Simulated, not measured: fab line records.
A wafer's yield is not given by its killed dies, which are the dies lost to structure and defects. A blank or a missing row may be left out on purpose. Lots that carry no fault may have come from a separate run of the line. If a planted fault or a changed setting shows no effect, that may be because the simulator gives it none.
What tool caused it? :: flow rit_cmos :: Sampling: 14 lots, 42 wafers, 6 of 202 route steps

== WHAT EACH GAUGE READ, for each wafer ==
RIT_PRETRO_OVL_MEAS_06.
lot: L752
measured: day 2 08:19
on: overlay-02
PRETRO_OVL (nm): -0.2 -1.8 1.3

lot: L753
measured: day 2 11:50
on: overlay-01
PRETRO_OVL (nm): 1.0 0.1 2.6

lot: L754
measured: day 2 17:31
on: overlay-01
PRETRO_OVL (nm): -0.9 1.0 0.1

lot: L756
measured: day 3 03:56
on: overlay-02
PRETRO_OVL (nm): 2.5 1.4 1.3

lot: L758
measured: day 3 12:32
on: overlay-02
PRETRO_OVL (nm): 0.7 0.8 0.2

lot: L759
measured: day 3 18:35
on: overlay-02
PRETRO_OVL (nm): 0.7 -0.3 2.4

lot: L760
measured: day 3 22:44
on: overlay-01
PRETRO_OVL (nm): 0.6 0.5 0.3

lot: L761
measured: day 4 04:42
on: overlay-01
PRETRO_OVL (nm): 1.0 0.4 1.4

lot: L762
measured: day 4 09:14
on: overlay-02
PRETRO_OVL (nm): -0.6 -2.2 0.3

lot: L765
measured: day 5 00:16
on: overlay-02
PRETRO_OVL (nm): -0.3 -0.9 -1.6

lot: L767
measured: day 5 09:50
on: overlay-01
PRETRO_OVL (nm): 0.2 0.8 0.5

lot: L768
measured: day 5 14:43
on: overlay-01
PRETRO_OVL (nm): -1.8 -2.1 -0.5

lot: L771
measured: day 6 05:59
on: overlay-01
PRETRO_OVL (nm): -2.4 -1.5 -2.0

lot: L774
measured: day 6 21:23
on: overlay-02
PRETRO_OVL (nm): -1.7 -0.9 -1.2

RIT_NSD_TW_MEAS_10.
lot: L752
measured: day 3 00:46
on: film_metro-02
NSD_TW: 3106 3121 3102

lot: L753
measured: day 3 05:53
on: film_metro-02
NSD_TW: 3106 3116 3110

lot: L754
measured: day 3 12:25
on: film_metro-04
NSD_TW: 3114 3132 3132

lot: L756
measured: day 3 20:55
on: film_metro-04
NSD_TW: 3131 3123 3129

lot: L758
measured: day 4 05:29
on: film_metro-03
NSD_TW: 3107 3117 3116

lot: L759
measured: day 4 11:44
on: film_metro-04
NSD_TW: 3120 3110 3103

lot: L760
measured: day 4 16:06
on: film_metro-04
NSD_TW: 3105 3114 3096

lot: L761
measured: day 4 21:42
on: film_metro-02
NSD_TW: 3099 3121 3111

lot: L762
measured: day 5 01:31
on: film_metro-03
NSD_TW: 3319 3331 3324

lot: L765
measured: day 5 17:14
on: film_metro-04
NSD_TW: 3342 3338 3338

lot: L767
measured: day 6 02:02
on: film_metro-03
NSD_TW: 3138 3128 3145

lot: L768
measured: day 6 07:11
on: film_metro-02
NSD_TW: 3127 3121 3137

lot: L771
measured: day 6 21:45
on: film_metro-03
NSD_TW: 3133 3139 3123

lot: L774
measured: day 7 13:04
on: film_metro-03
NSD_TW: 3127 3117 3132

RIT_SDANNEAL_RS_MEAS_05: uses a four-point probe to measure.
lot: L752
measured: day 3 02:59
on: film_metro-02
NSD_RS (ohm/sq): 84.81 85.01 85.08

lot: L753
measured: day 3 08:01
on: film_metro-02
NSD_RS (ohm/sq): 84.87 84.77 84.97

lot: L754
measured: day 3 14:37
on: film_metro-02
NSD_RS (ohm/sq): 85.06 85.14 85.02

lot: L756
measured: day 3 23:08
on: film_metro-04
NSD_RS (ohm/sq): 84.44 84.85 84.71

lot: L758
measured: day 4 07:39
on: film_metro-03
NSD_RS (ohm/sq): 84.50 84.52 84.63

lot: L759
measured: day 4 13:48
on: film_metro-04
NSD_RS (ohm/sq): 84.35 84.22 84.49

lot: L760
measured: day 4 18:25
on: film_metro-04
NSD_RS (ohm/sq): 84.73 84.63 84.56

lot: L761
measured: day 4 23:51
on: film_metro-04
NSD_RS (ohm/sq): 85.40 85.08 85.45

lot: L762
measured: day 5 03:40
on: film_metro-02
NSD_RS (ohm/sq): 64.45 64.43 64.54

lot: L765
measured: day 5 19:25
on: film_metro-03
NSD_RS (ohm/sq): 64.39 64.50 64.40

lot: L767
measured: day 6 04:04
on: film_metro-02
NSD_RS (ohm/sq): 84.52 84.75 84.63

lot: L768
measured: day 6 09:14
on: film_metro-04
NSD_RS (ohm/sq): 84.60 84.72 85.01

lot: L771
measured: day 6 23:56
on: film_metro-04
NSD_RS (ohm/sq): 84.87 84.97 84.78

lot: L774
measured: day 7 15:14
on: film_metro-04
NSD_RS (ohm/sq): 84.45 84.84 84.37

== EACH LOT AND THE TOOL THAT RAN IT (in order: tool; ch and the chambers of the sampled wafers; start) ==
lot: L752
RIT_NSD_IMPLANT_08: implanter-01 ch 0, day 3 00:27
RIT_NSD_STRIP_09: plasma_asher-02 ch 0,1, day 3 00:35
RIT_SDANNEAL_RTA_03: rtp_anneal-01 ch 0, day 3 02:48

lot: L753
RIT_NSD_IMPLANT_08: implanter-02 ch 0, day 3 05:35
RIT_NSD_STRIP_09: plasma_asher-02 ch 0,1, day 3 05:44
RIT_SDANNEAL_RTA_03: rtp_anneal-02 ch 0, day 3 07:49

lot: L754
RIT_NSD_IMPLANT_08: implanter-04 ch 0, day 3 12:06
RIT_NSD_STRIP_09: plasma_asher-02 ch 0,1, day 3 12:13
RIT_SDANNEAL_RTA_03: rtp_anneal-01 ch 0, day 3 14:26

lot: L756
RIT_NSD_IMPLANT_08: implanter-01 ch 0, day 3 20:35
RIT_NSD_STRIP_09: plasma_asher-02 ch 0,1, day 3 20:44
RIT_SDANNEAL_RTA_03: rtp_anneal-01 ch 0, day 3 22:57

lot: L758
RIT_NSD_IMPLANT_08: implanter-02 ch 0, day 4 05:10
RIT_NSD_STRIP_09: plasma_asher-01 ch 0,1, day 4 05:17
RIT_SDANNEAL_RTA_03: rtp_anneal-01 ch 0, day 4 07:28

lot: L759
RIT_NSD_IMPLANT_08: implanter-02 ch 0, day 4 11:28
RIT_NSD_STRIP_09: plasma_asher-03 ch 0,1, day 4 11:35
RIT_SDANNEAL_RTA_03: rtp_anneal-02 ch 0, day 4 13:35

lot: L760
RIT_NSD_IMPLANT_08: implanter-02 ch 0, day 4 15:47
RIT_NSD_STRIP_09: plasma_asher-01 ch 0,1, day 4 15:55
RIT_SDANNEAL_RTA_03: rtp_anneal-01 ch 0, day 4 18:14

lot: L761
RIT_NSD_IMPLANT_08: implanter-04 ch 0, day 4 21:23
RIT_NSD_STRIP_09: plasma_asher-02 ch 0,1, day 4 21:32
RIT_SDANNEAL_RTA_03: rtp_anneal-02 ch 0, day 4 23:41

lot: L762
RIT_NSD_IMPLANT_08: implanter-02 ch 0, day 5 01:11
RIT_NSD_STRIP_09: plasma_asher-01 ch 0,1, day 5 01:20
RIT_SDANNEAL_RTA_03: rtp_anneal-01 ch 0, day 5 03:29

lot: L765
RIT_NSD_IMPLANT_08: implanter-02 ch 0, day 5 16:56
RIT_NSD_STRIP_09: plasma_asher-01 ch 0, day 5 17:04
RIT_SDANNEAL_RTA_03: rtp_anneal-02 ch 0, day 5 19:13

lot: L767
RIT_NSD_IMPLANT_08: implanter-04 ch 0, day 6 01:43
RIT_NSD_STRIP_09: plasma_asher-02 ch 1, day 6 01:51
RIT_SDANNEAL_RTA_03: rtp_anneal-02 ch 0, day 6 03:53

lot: L768
RIT_NSD_IMPLANT_08: implanter-04 ch 0, day 6 06:53
RIT_NSD_STRIP_09: plasma_asher-03 ch 0,1, day 6 07:02
RIT_SDANNEAL_RTA_03: rtp_anneal-01 ch 0, day 6 09:02

lot: L771
RIT_NSD_IMPLANT_08: implanter-01 ch 0, day 6 21:25
RIT_NSD_STRIP_09: plasma_asher-01 ch 0, day 6 21:34
RIT_SDANNEAL_RTA_03: rtp_anneal-02 ch 0, day 6 23:45

lot: L774
RIT_NSD_IMPLANT_08: implanter-04 ch 0, day 7 12:45
RIT_NSD_STRIP_09: plasma_asher-02 ch 0,1, day 7 12:54
RIT_SDANNEAL_RTA_03: rtp_anneal-01 ch 0, day 7 15:03
- RIT_NSD_IMPLANT_08
- RIT_NSD_STRIP_09: strips in O2, time 180 s.
- RIT_SDANNEAL_RTA_03: time 5 s.

== AS READ BY THE TOOLS THEMSELVES (means over the sampled wafers that have a number; for cases with no such wafer, the mark the record gives instead) ==
RIT_NSD_IMPLANT_08.
lot: L752
tool: implanter-01
beam_energy_keV: 24.997
beam_on_s (s): 10.03
dose_ions_cm2: 1.0007e+15
faraday_current_uA: 3126

lot: L753
tool: implanter-02
beam_energy_keV: 24.999
beam_on_s (s): 10.21
dose_ions_cm2: 9.9883e+14
faraday_current_uA: 3071

lot: L754
tool: implanter-04
beam_energy_keV: 25.004
beam_on_s (s): 9.93
dose_ions_cm2: 9.9980e+14
faraday_current_uA: 3146

lot: L756
tool: implanter-01
beam_energy_keV: 24.998
beam_on_s (s): 9.79
dose_ions_cm2: 1.0008e+15
faraday_current_uA: 3193

lot: L758
tool: implanter-02
beam_energy_keV: 25.001
beam_on_s (s): 9.96
dose_ions_cm2: 1.0004e+15
faraday_current_uA: 3157

lot: L759
tool: implanter-02
beam_energy_keV: 25.000
beam_on_s (s): 10.02
dose_ions_cm2: 1.0006e+15
faraday_current_uA: 3123

lot: L760
tool: implanter-02
beam_energy_keV: 24.995
beam_on_s (s): 9.88
dose_ions_cm2: 9.9893e+14
faraday_current_uA: 3174

lot: L761
tool: implanter-04
beam_energy_keV: 25.003
beam_on_s (s): 9.89
dose_ions_cm2: 1.0001e+15
faraday_current_uA: 3168

lot: L762
tool: implanter-02
beam_energy_keV: 24.997
beam_on_s (s): 14.43
dose_ions_cm2: 9.9960e+14
faraday_current_uA: 2173

lot: L765
tool: implanter-02
beam_energy_keV: 25.003
beam_on_s (s): 14.14
dose_ions_cm2: 9.9870e+14
faraday_current_uA: 2218

lot: L767
tool: implanter-04
beam_energy_keV: 25.001
beam_on_s (s): 9.96
dose_ions_cm2: 9.9880e+14
faraday_current_uA: 3148

lot: L768
tool: implanter-04
beam_energy_keV: 24.989
beam_on_s (s): 9.89
dose_ions_cm2: 1.0027e+15
faraday_current_uA: 3170

lot: L771
tool: implanter-01
beam_energy_keV: 24.995
beam_on_s (s): 9.96
dose_ions_cm2: 9.9957e+14
faraday_current_uA: 3146

lot: L774
tool: implanter-04
beam_energy_keV: 24.998
beam_on_s (s): 9.95
dose_ions_cm2: 9.9883e+14
faraday_current_uA: 3148

RIT_NSD_STRIP_09.
lot: L752
tool: plasma_asher-02
drypump_motor_current_A (A): 5.4

lot: L753
tool: plasma_asher-02
drypump_motor_current_A (A): 5.4

lot: L754
tool: plasma_asher-02
drypump_motor_current_A (A): 5.4

lot: L756
tool: plasma_asher-02
drypump_motor_current_A (A): 5.3

lot: L758
tool: plasma_asher-01
drypump_motor_current_A (A): 5.9

lot: L759
tool: plasma_asher-03
drypump_motor_current_A (A): 5.8

lot: L760
tool: plasma_asher-01
drypump_motor_current_A (A): 5.6

lot: L761
tool: plasma_asher-02
drypump_motor_current_A (A): 5.4

lot: L762
tool: plasma_asher-01
drypump_motor_current_A (A): 5.9

lot: L765
tool: plasma_asher-01
drypump_motor_current_A (A): 6.2

lot: L767
tool: plasma_asher-02
drypump_motor_current_A (A): 5.5

lot: L768
tool: plasma_asher-03
drypump_motor_current_A (A): 5.8

lot: L771
tool: plasma_asher-01
drypump_motor_current_A (A): 6.1

lot: L774
tool: plasma_asher-02
drypump_motor_current_A (A): 5.4

RIT_SDANNEAL_RTA_03.
lot: L752
tool: rtp_anneal-01
wafer_temp_C_max: 1053.4

lot: L753
tool: rtp_anneal-02
wafer_temp_C_max: 1052.6

lot: L754
tool: rtp_anneal-01
wafer_temp_C_max: 1053.3

lot: L756
tool: rtp_anneal-01
wafer_temp_C_max: 1054.0

lot: L758
tool: rtp_anneal-01
wafer_temp_C_max: 1053.4

lot: L759
tool: rtp_anneal-02
wafer_temp_C_max: 1054.8

lot: L760
tool: rtp_anneal-01
wafer_temp_C_max: 1055.1

lot: L761
tool: rtp_anneal-02
wafer_temp_C_max: 1054.5

lot: L762
tool: rtp_anneal-01
wafer_temp_C_max: 1054.0

lot: L765
tool: rtp_anneal-02
wafer_temp_C_max: 1053.2

lot: L767
tool: rtp_anneal-02
wafer_temp_C_max: 1054.3

lot: L768
tool: rtp_anneal-01
wafer_temp_C_max: 1053.5

lot: L771
tool: rtp_anneal-02
wafer_temp_C_max: 1053.5

lot: L774
tool: rtp_anneal-01
wafer_temp_C_max: 1052.9

== THE ANSWER, worked out from the rows above alone ==
Rule: the lots themselves supply what counts as usual. The widest of any qualifying gaps counts: lots, ordered by their means at a reading, are off when they make up no more than a third of the lots, leave a main group of 4 or more, and stand apart from it by 3 or more times the standard deviation of that group's means. A main group whose means are all the same, to the digits that the tables above print for the reading, isn't used. A lot without any number at a reading at which 4 lots or more have one is off too. All remaining lots with rows at the step are treated as sound. After the gauges, taken in route order, come the tools' own readings; for these a lot's mean is taken, as printed above. The first step at which some lot is off is used, and at that step the reading that is off furthest; a lot without a number counts as furthest.
Off: L762, L765, at RIT_NSD_TW_MEAS_10 (NSD_TW). The main group: mean 3120, standard deviation 10.
If a tool, at a process step before that reading, ran all the lots that are off and no sound lot after the first of them, it fits. The gauges at RIT_NSD_TW_MEAS_10 aren't tried: what is off there is off at RIT_NSD_IMPLANT_08 too, on other tools, and a gauge's error can't cause that. One fits: implanter-02 at RIT_NSD_IMPLANT_08. A fault onset in the window from L760 (day 4 15:47, its last sound lot) to L762 (day 5 01:11, its first lot off) fits.
The tool's own readings at RIT_NSD_IMPLANT_08 bear it out: on the lots that are off they differ by more than 5 times the standard deviation of the sound lots' means. beam_on_s reads 14.29 s there against 9.96 s on the sound lots; faraday_current_uA reads 2196 there against 3148 on the sound lots.

== WHAT THE SIMULATOR HAD PUT IN ==
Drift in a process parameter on implanter-02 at RIT_NSD_IMPLANT_08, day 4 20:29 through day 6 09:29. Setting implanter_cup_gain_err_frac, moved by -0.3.
Shown lots that were struck: L762, L765. The rule above reached the same finding.
